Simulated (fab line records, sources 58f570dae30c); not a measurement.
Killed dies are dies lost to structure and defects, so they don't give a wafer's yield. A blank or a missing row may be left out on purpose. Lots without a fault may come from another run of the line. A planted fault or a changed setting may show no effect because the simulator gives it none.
A struck lot beside a sound one | flow berkeley_cmos170 | 15 steps out of a route of 331
Sound: wafers L760.1, L760.2, L760.5. Struck: wafers L772.4, L772.5, L772.6. The cause comes at the end.
At each step with rows: each side's tool, then ch and its chambers, then its first start. Under that, the readings that differ: sound wafers | struck wafers | difference of the means | sigmas: that difference in standard deviations of wafers without a fault.
alike: readings whose means differ by less than 2 such deviations, and words and numbers that are the same on both sides. not compared: withheld readings, readings that some wafer has no value for, bounds like >300 that may hide the same value, and numbers for which the record gives no deviation and whose values overlap.
The two part at a step that has a row with sigmas, a row that says differs or no value, or rows on one side only. Numbers that don't overlap but have no deviation are shown without sigmas and don't part them. A reading that every wafer of one side lacks parts them only if that side has two wafers or more.

first, 1 step without rows for these wafers: UCB170_PWELL_OXIDATION_02 (target thk 26.4 nm, ox time 1260 s).
UCB170_PWELL_THK_MEAS_03:
  sound on film_metro-02, day 2 19:38; struck on film_metro-02, day 5 04:31
  alike: PWELL_OXIDE_THK
then, 2 steps without rows for these wafers: UCB170_PWELL_ANNEAL_04 (time 900 s); UCB170_PWELL_CVD_05 (deposits Si3N4 from SiH2Cl2/NH3, target thk 220 nm, time 3300 s).
UCB170_PWELL_THK_MEAS_06:
  sound on film_metro-04, day 3 03:20; struck on film_metro-01, day 5 12:25
  alike: PWELL_NITRIDE_THK
then, 6 steps without rows for these wafers: UCB170_PWELL_HMDS_07 (prime time 60 s); UCB170_PWELL_COAT_08 (resist thk 900 nm); UCB170_PWELL_SOFTBAKE_09 (time 60 s); UCB170_PWELL_EXPOSE_10 (exposes mask PWELL, target cd 3000 nm); UCB170_PWELL_PEB_11; UCB170_PWELL_DEVELOP_12 (develop time 45 s).
UCB170_PWELL_OVL_MEAS_13:
  sound on overlay-02, day 3 04:47; struck on overlay-01, day 5 13:55
  alike: PWELL_OVL
UCB170_PWELL_ETCH_14: etches Si3N4 in CH3F/Ar/O2, stops on SiO2, target depth 242 nm, time 151 s.
  sound on rie_diel-03 ch 0,3, day 3 04:49; struck on rie_diel-03 ch 0,3, day 5 13:56
  reading                                      | sound             | struck                  | difference | sigmas
  oes_product_au (a.u.)                        | 0.949 0.948 0.951 | 0.915 0.919 0.911       | -0.034     | -3
  over_etch_frac                               | 0.1 0.1 0.1       | 0.16123 0.16123 0.16123 | +0.06123   |
  model.KrF_of_PWELL_COAT_08.thk_nm (nm)       | 722.8 722.6 724   | 712.9 715.3 717.6       | -7.9       |
  model.SiO2_of_PWELL_OXIDATION_02.thk_nm (nm) | 24.57 23.85 23.74 | 21.85 22.21 21.64       | -2.15      |
  alike: drypump_motor_current_A, mfc_ar_sccm, throttle_valve_pct
  not compared: rf_hours_counter_h
then, 2 steps without rows for these wafers: UCB170_PWELL_IMPLANT_15; UCB170_M3_PROBE_99.

WHERE THEY PART
Only at UCB170_PWELL_ETCH_14, within this record.

WHY: what the simulator had put in
Process parameter drift: rie_diel-03, from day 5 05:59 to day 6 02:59, at UCB170_PWELL_ETCH_14. Setting over_etch_frac, moved by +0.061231, from 0.1. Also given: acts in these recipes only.
